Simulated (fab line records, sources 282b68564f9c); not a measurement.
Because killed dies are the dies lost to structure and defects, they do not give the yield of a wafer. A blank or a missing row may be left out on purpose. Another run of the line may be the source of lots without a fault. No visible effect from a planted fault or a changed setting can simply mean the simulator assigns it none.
A struck lot beside a sound one + flow ritCmos + 17 out of 202 route steps
Sound: wafers L474.3, L474.4, L474.5. Struck: wafers L472.1, L472.5, L472.6. The cause is named last.
Per side, at each step with rows, come the tool, then ch with its chambers, and then its first start. Under that, the readings that differ: sound wafers + struck wafers + difference of the means + sigmas: that difference in standard deviations of wafers without a fault.
alike: a reading whose means differ by less than 2 such deviations, as well as words and numbers matching on both sides. not compared: withheld readings; readings where some wafer has no value; bounds like >300 that might hide an equal value; numbers whose values overlap and for which the record gives no deviation.
The two part at a step that has a row with sigmas, a row that says differs or no value, or rows on one side only. Numbers that don't overlap but have no deviation are shown without sigmas and don't part them. Lack of a reading on every wafer of one side parts them only where that side has two or more wafers.

first, 2 steps without rows for these wafers: RIT_NRETRO_HARDBAKE_07 (time 120 s); RIT_NRETRO_IMPLANT_08.
RIT_NRETRO_STRIP_09: strips in O2, time 180 s.
  sound on plasmaAsher-03 ch 0,1, day 4 15:08; struck on plasmaAsher-03 ch 0,1, day 4 03:19
  alike: drypumpMotorCurrentA
  not compared: rfHoursCounterH
RIT_NRETRO_TW_MEAS_10:
  sound on filmMetro-01, day 4 15:17; struck on filmMetro-02, day 4 03:30
| reading   | sound          | struck         | difference | sigmas |
|-----------|----------------|----------------|------------|--------|
| NRETRO_TW | 1048 1054 1057 | 1065 1071 1070 | +16        | +2     |
then, 6 steps without rows for these wafers: RIT_PRETRO_HMDS_00 (prime time 60 s); RIT_PRETRO_COAT_01 (resist thk 1300 nm); RIT_PRETRO_SOFTBAKE_02 (time 60 s); RIT_PRETRO_EXPOSE_03 (exposes mask M5, target cd 43700 nm); RIT_PRETRO_PEB_04; RIT_PRETRO_DEVELOP_05 (develop time 68 s).
RIT_PRETRO_OVL_MEAS_06:
  sound on overlay-01, day 4 16:20; struck on overlay-01, day 4 04:26
  alike: PRETRO_OVL
then, 1 step without rows for these wafers: RIT_PRETRO_HARDBAKE_07 (time 120 s).
RIT_PRETRO_IMPLANT_08:
  sound on implanter-02 ch 0, day 4 16:40; struck on implanter-01 ch 0, day 4 04:45
| reading          | sound                            | struck                           | difference  | sigmas |
|------------------|----------------------------------|----------------------------------|-------------|--------|
| doseIonsCm2      | 1.2012e+13 1.2003e+13 1.2006e+13 | 1.3027e+13 1.3018e+13 1.3025e+13 | +1.0163e+12 | +78    |
| faradayCurrentUA | 37.6 38.9 38.3                   | 41.9 40.7 41.0                   | +2.9        | +4     |
  alike: endStationPressureTorr
RIT_PRETRO_STRIP_09: strips in O2, time 180 s.
  sound on plasmaAsher-03 ch 0,1, day 4 16:49; struck on plasmaAsher-04 ch 0,1, day 4 04:54
  alike: drypumpMotorCurrentA
  not compared: rfHoursCounterH
RIT_PRETRO_TW_MEAS_10:
  sound on filmMetro-01, day 4 16:58; struck on filmMetro-03, day 4 05:05
| reading   | sound             | struck            | difference | sigmas |
|-----------|-------------------|-------------------|------------|--------|
| PRETRO_TW | 473.4 475.7 473.7 | 493.3 491.8 490.5 | +17.6      | +6     |
then, 1 step without rows for these wafers: RIT_GATE_WET_ETCH_00 (etches SiO2 in BOE, target depth 56 nm, time 60 s).
RIT_M1_PROBE_99:
  sound on prober-02, day 5 22:50; struck on prober-02, day 5 07:55
| reading                         | sound                | struck               | difference | sigmas |
|---------------------------------|----------------------|----------------------|------------|--------|
| model.etest.capNGate.cMinFfUm2  | 2.377 2.367 2.375    | 2.438 2.448 2.443    | +0.070     |        |
| model.etest.nmos_0p3.vtSatV (V) | 0.5534 0.5607 0.5608 | 0.5721 0.5666 0.5713 | +0.0117    |        |
| model.etest.nmos_0p3.vtV (V)    | 0.5695 0.575 0.5767  | 0.5894 0.5841 0.5865 | +0.0129    |        |
| model.etest.nmosNarrow.vtV (V)  | 0.6085 0.6149 0.6165 | 0.6235 0.6172 0.6251 | +0.0086    |        |
  alike: killedAtContacts, killedAtFrontEnd, killedDies, killedOnRim, killedOpen, killedShort

## WHERE THEY PART
Last at RIT_PRETRO_TW_MEAS_10 as far as this record goes, first at RIT_NRETRO_TW_MEAS_10. Later steps at which nothing parts them and some readings are alike: RIT_M1_PROBE_99.

WHY: the cause the simulator had injected
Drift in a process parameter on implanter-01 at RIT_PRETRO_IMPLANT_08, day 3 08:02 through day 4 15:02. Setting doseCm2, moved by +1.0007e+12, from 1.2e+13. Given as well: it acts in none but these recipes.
